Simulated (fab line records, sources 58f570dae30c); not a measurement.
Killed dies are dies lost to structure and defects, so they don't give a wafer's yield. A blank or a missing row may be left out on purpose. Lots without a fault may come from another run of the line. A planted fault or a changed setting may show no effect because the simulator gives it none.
One fault seen from 2 desks | flow berkeley_cmos170 | each desk has only its own numbers; what lay behind them comes last

THE TOOL OWNER'S DESK: furnace-02
The tool's own readings at UCB170_SPACER_ANNEAL_02 (time 1800 s): means of the sampled wafers that have a number, for each lot that ran on this tool. A lot is out of limits, marked OUT, if its mean lies more than 4 standard deviations from the usual mean; the brackets give that distance.
Columns: A = spike_tc_centre_C at UCB170_SPACER_ANNEAL_02, usual 902.4 C; B = spike_tc_load_C at UCB170_SPACER_ANNEAL_02, usual 924.7 C; C = zone_power_centre_pct at UCB170_SPACER_ANNEAL_02, usual 44.5 %; D = zone_power_load_pct at UCB170_SPACER_ANNEAL_02, usual 27 %
lot  | first seen here | A               | B     | C              | D
L936 | day 9 00:40     | 902.9           | 923.4 | 44.1           | 31
L937 | day 9 00:40     | 901.8           | 924.4 | 44.0           | 31
L938 | day 9 00:40     | 902.0           | 924.3 | 44.2           | 31
L939 | day 9 00:40     | 902.5           | 924.3 | 43.7           | 31
L940 | day 9 06:16     | 867.6 (-35) OUT | 925.3 | 28.8 (-19) OUT | 34
L941 | day 9 06:16     | 867.8 (-35) OUT | 925.0 | 28.5 (-19) OUT | 34
L942 | day 9 06:16     | 867.2 (-35) OUT | 925.3 | 28.8 (-19) OUT | 33
This desk's finding: out of limits on L940, L941, L942; first on L940, day 9 06:16 (spike_tc_centre_C at UCB170_SPACER_ANNEAL_02). In limits: L936, L937, L938, L939.

THE METROLOGY DESK
What the gauges read, lot by lot, whatever tool the lot ran on: means of the sampled wafers that have a number. A lot is out of limits, marked OUT, if its mean lies more than 4 standard deviations from the usual mean; the brackets give that distance.
Columns: A = PFIELD_OVL at UCB170_PFIELD_OVL_MEAS_06, usual 0 nm; B = PLDD_RS at UCB170_SDANNEAL_RS_MEAS_04, usual 1031.5 ohm/sq
lot  | first seen here | A  | B
L930 | day 4 15:23     | -0 | 1031.3
L931 | day 4 15:39     | -1 | 1035.1
L932 | day 5 11:11     | 1  | 1032.0
L935 | day 5 16:30     | 5  | 1032.0
L937 | day 6 10:37     | -2 | 1029.0
L936 | day 6 10:59     | 4  | 1029.9
L938 | day 6 11:17     | -4 | 1032.3
L939 | day 6 11:21     | 6  | 1031.9
L941 | day 6 18:19     | -4 | 1123.6 (+37) OUT
L940 | day 6 18:39     | 3  | 1117.4 (+34) OUT
L942 | day 6 19:01     | -3 | 1049.2 (+7.1) OUT
L944 | day 7 14:53     | -8 | 1030.8
L951 | day 9 05:17     | -1 | 1030.8
L952 | day 9 05:40     | -8 | 1034.8
L953 | day 9 06:01     | -5 | 1027.9
This desk's finding: out of limits on L940, L941, L942; first on L940, day 9 12:01 (PLDD_RS at UCB170_SDANNEAL_RS_MEAS_04). In limits: L930, L931, L932, L935, L937, L936, L938, L939, L944, L951, L952, L953.

PUT TOGETHER
The tool owner's desk could have raised an alarm at day 9 06:16, on L940, L941, L942.
The metrology desk could have raised an alarm at day 9 12:01, on L940, L941, L942.
Of the lots named, all ran UCB170_SPACER_ANNEAL_02 on furnace-02.

WHAT THE SIMULATOR HAD PUT IN
Process parameter drift: furnace-02, from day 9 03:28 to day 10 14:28, at UCB170_SPACER_ANNEAL_02. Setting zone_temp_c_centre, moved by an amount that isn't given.
Lots struck among those shown: L940, L941, L942.
Hours from the fault's start to each desk's first reading out of limits: the tool owner's desk, 3; the metrology desk, 9.
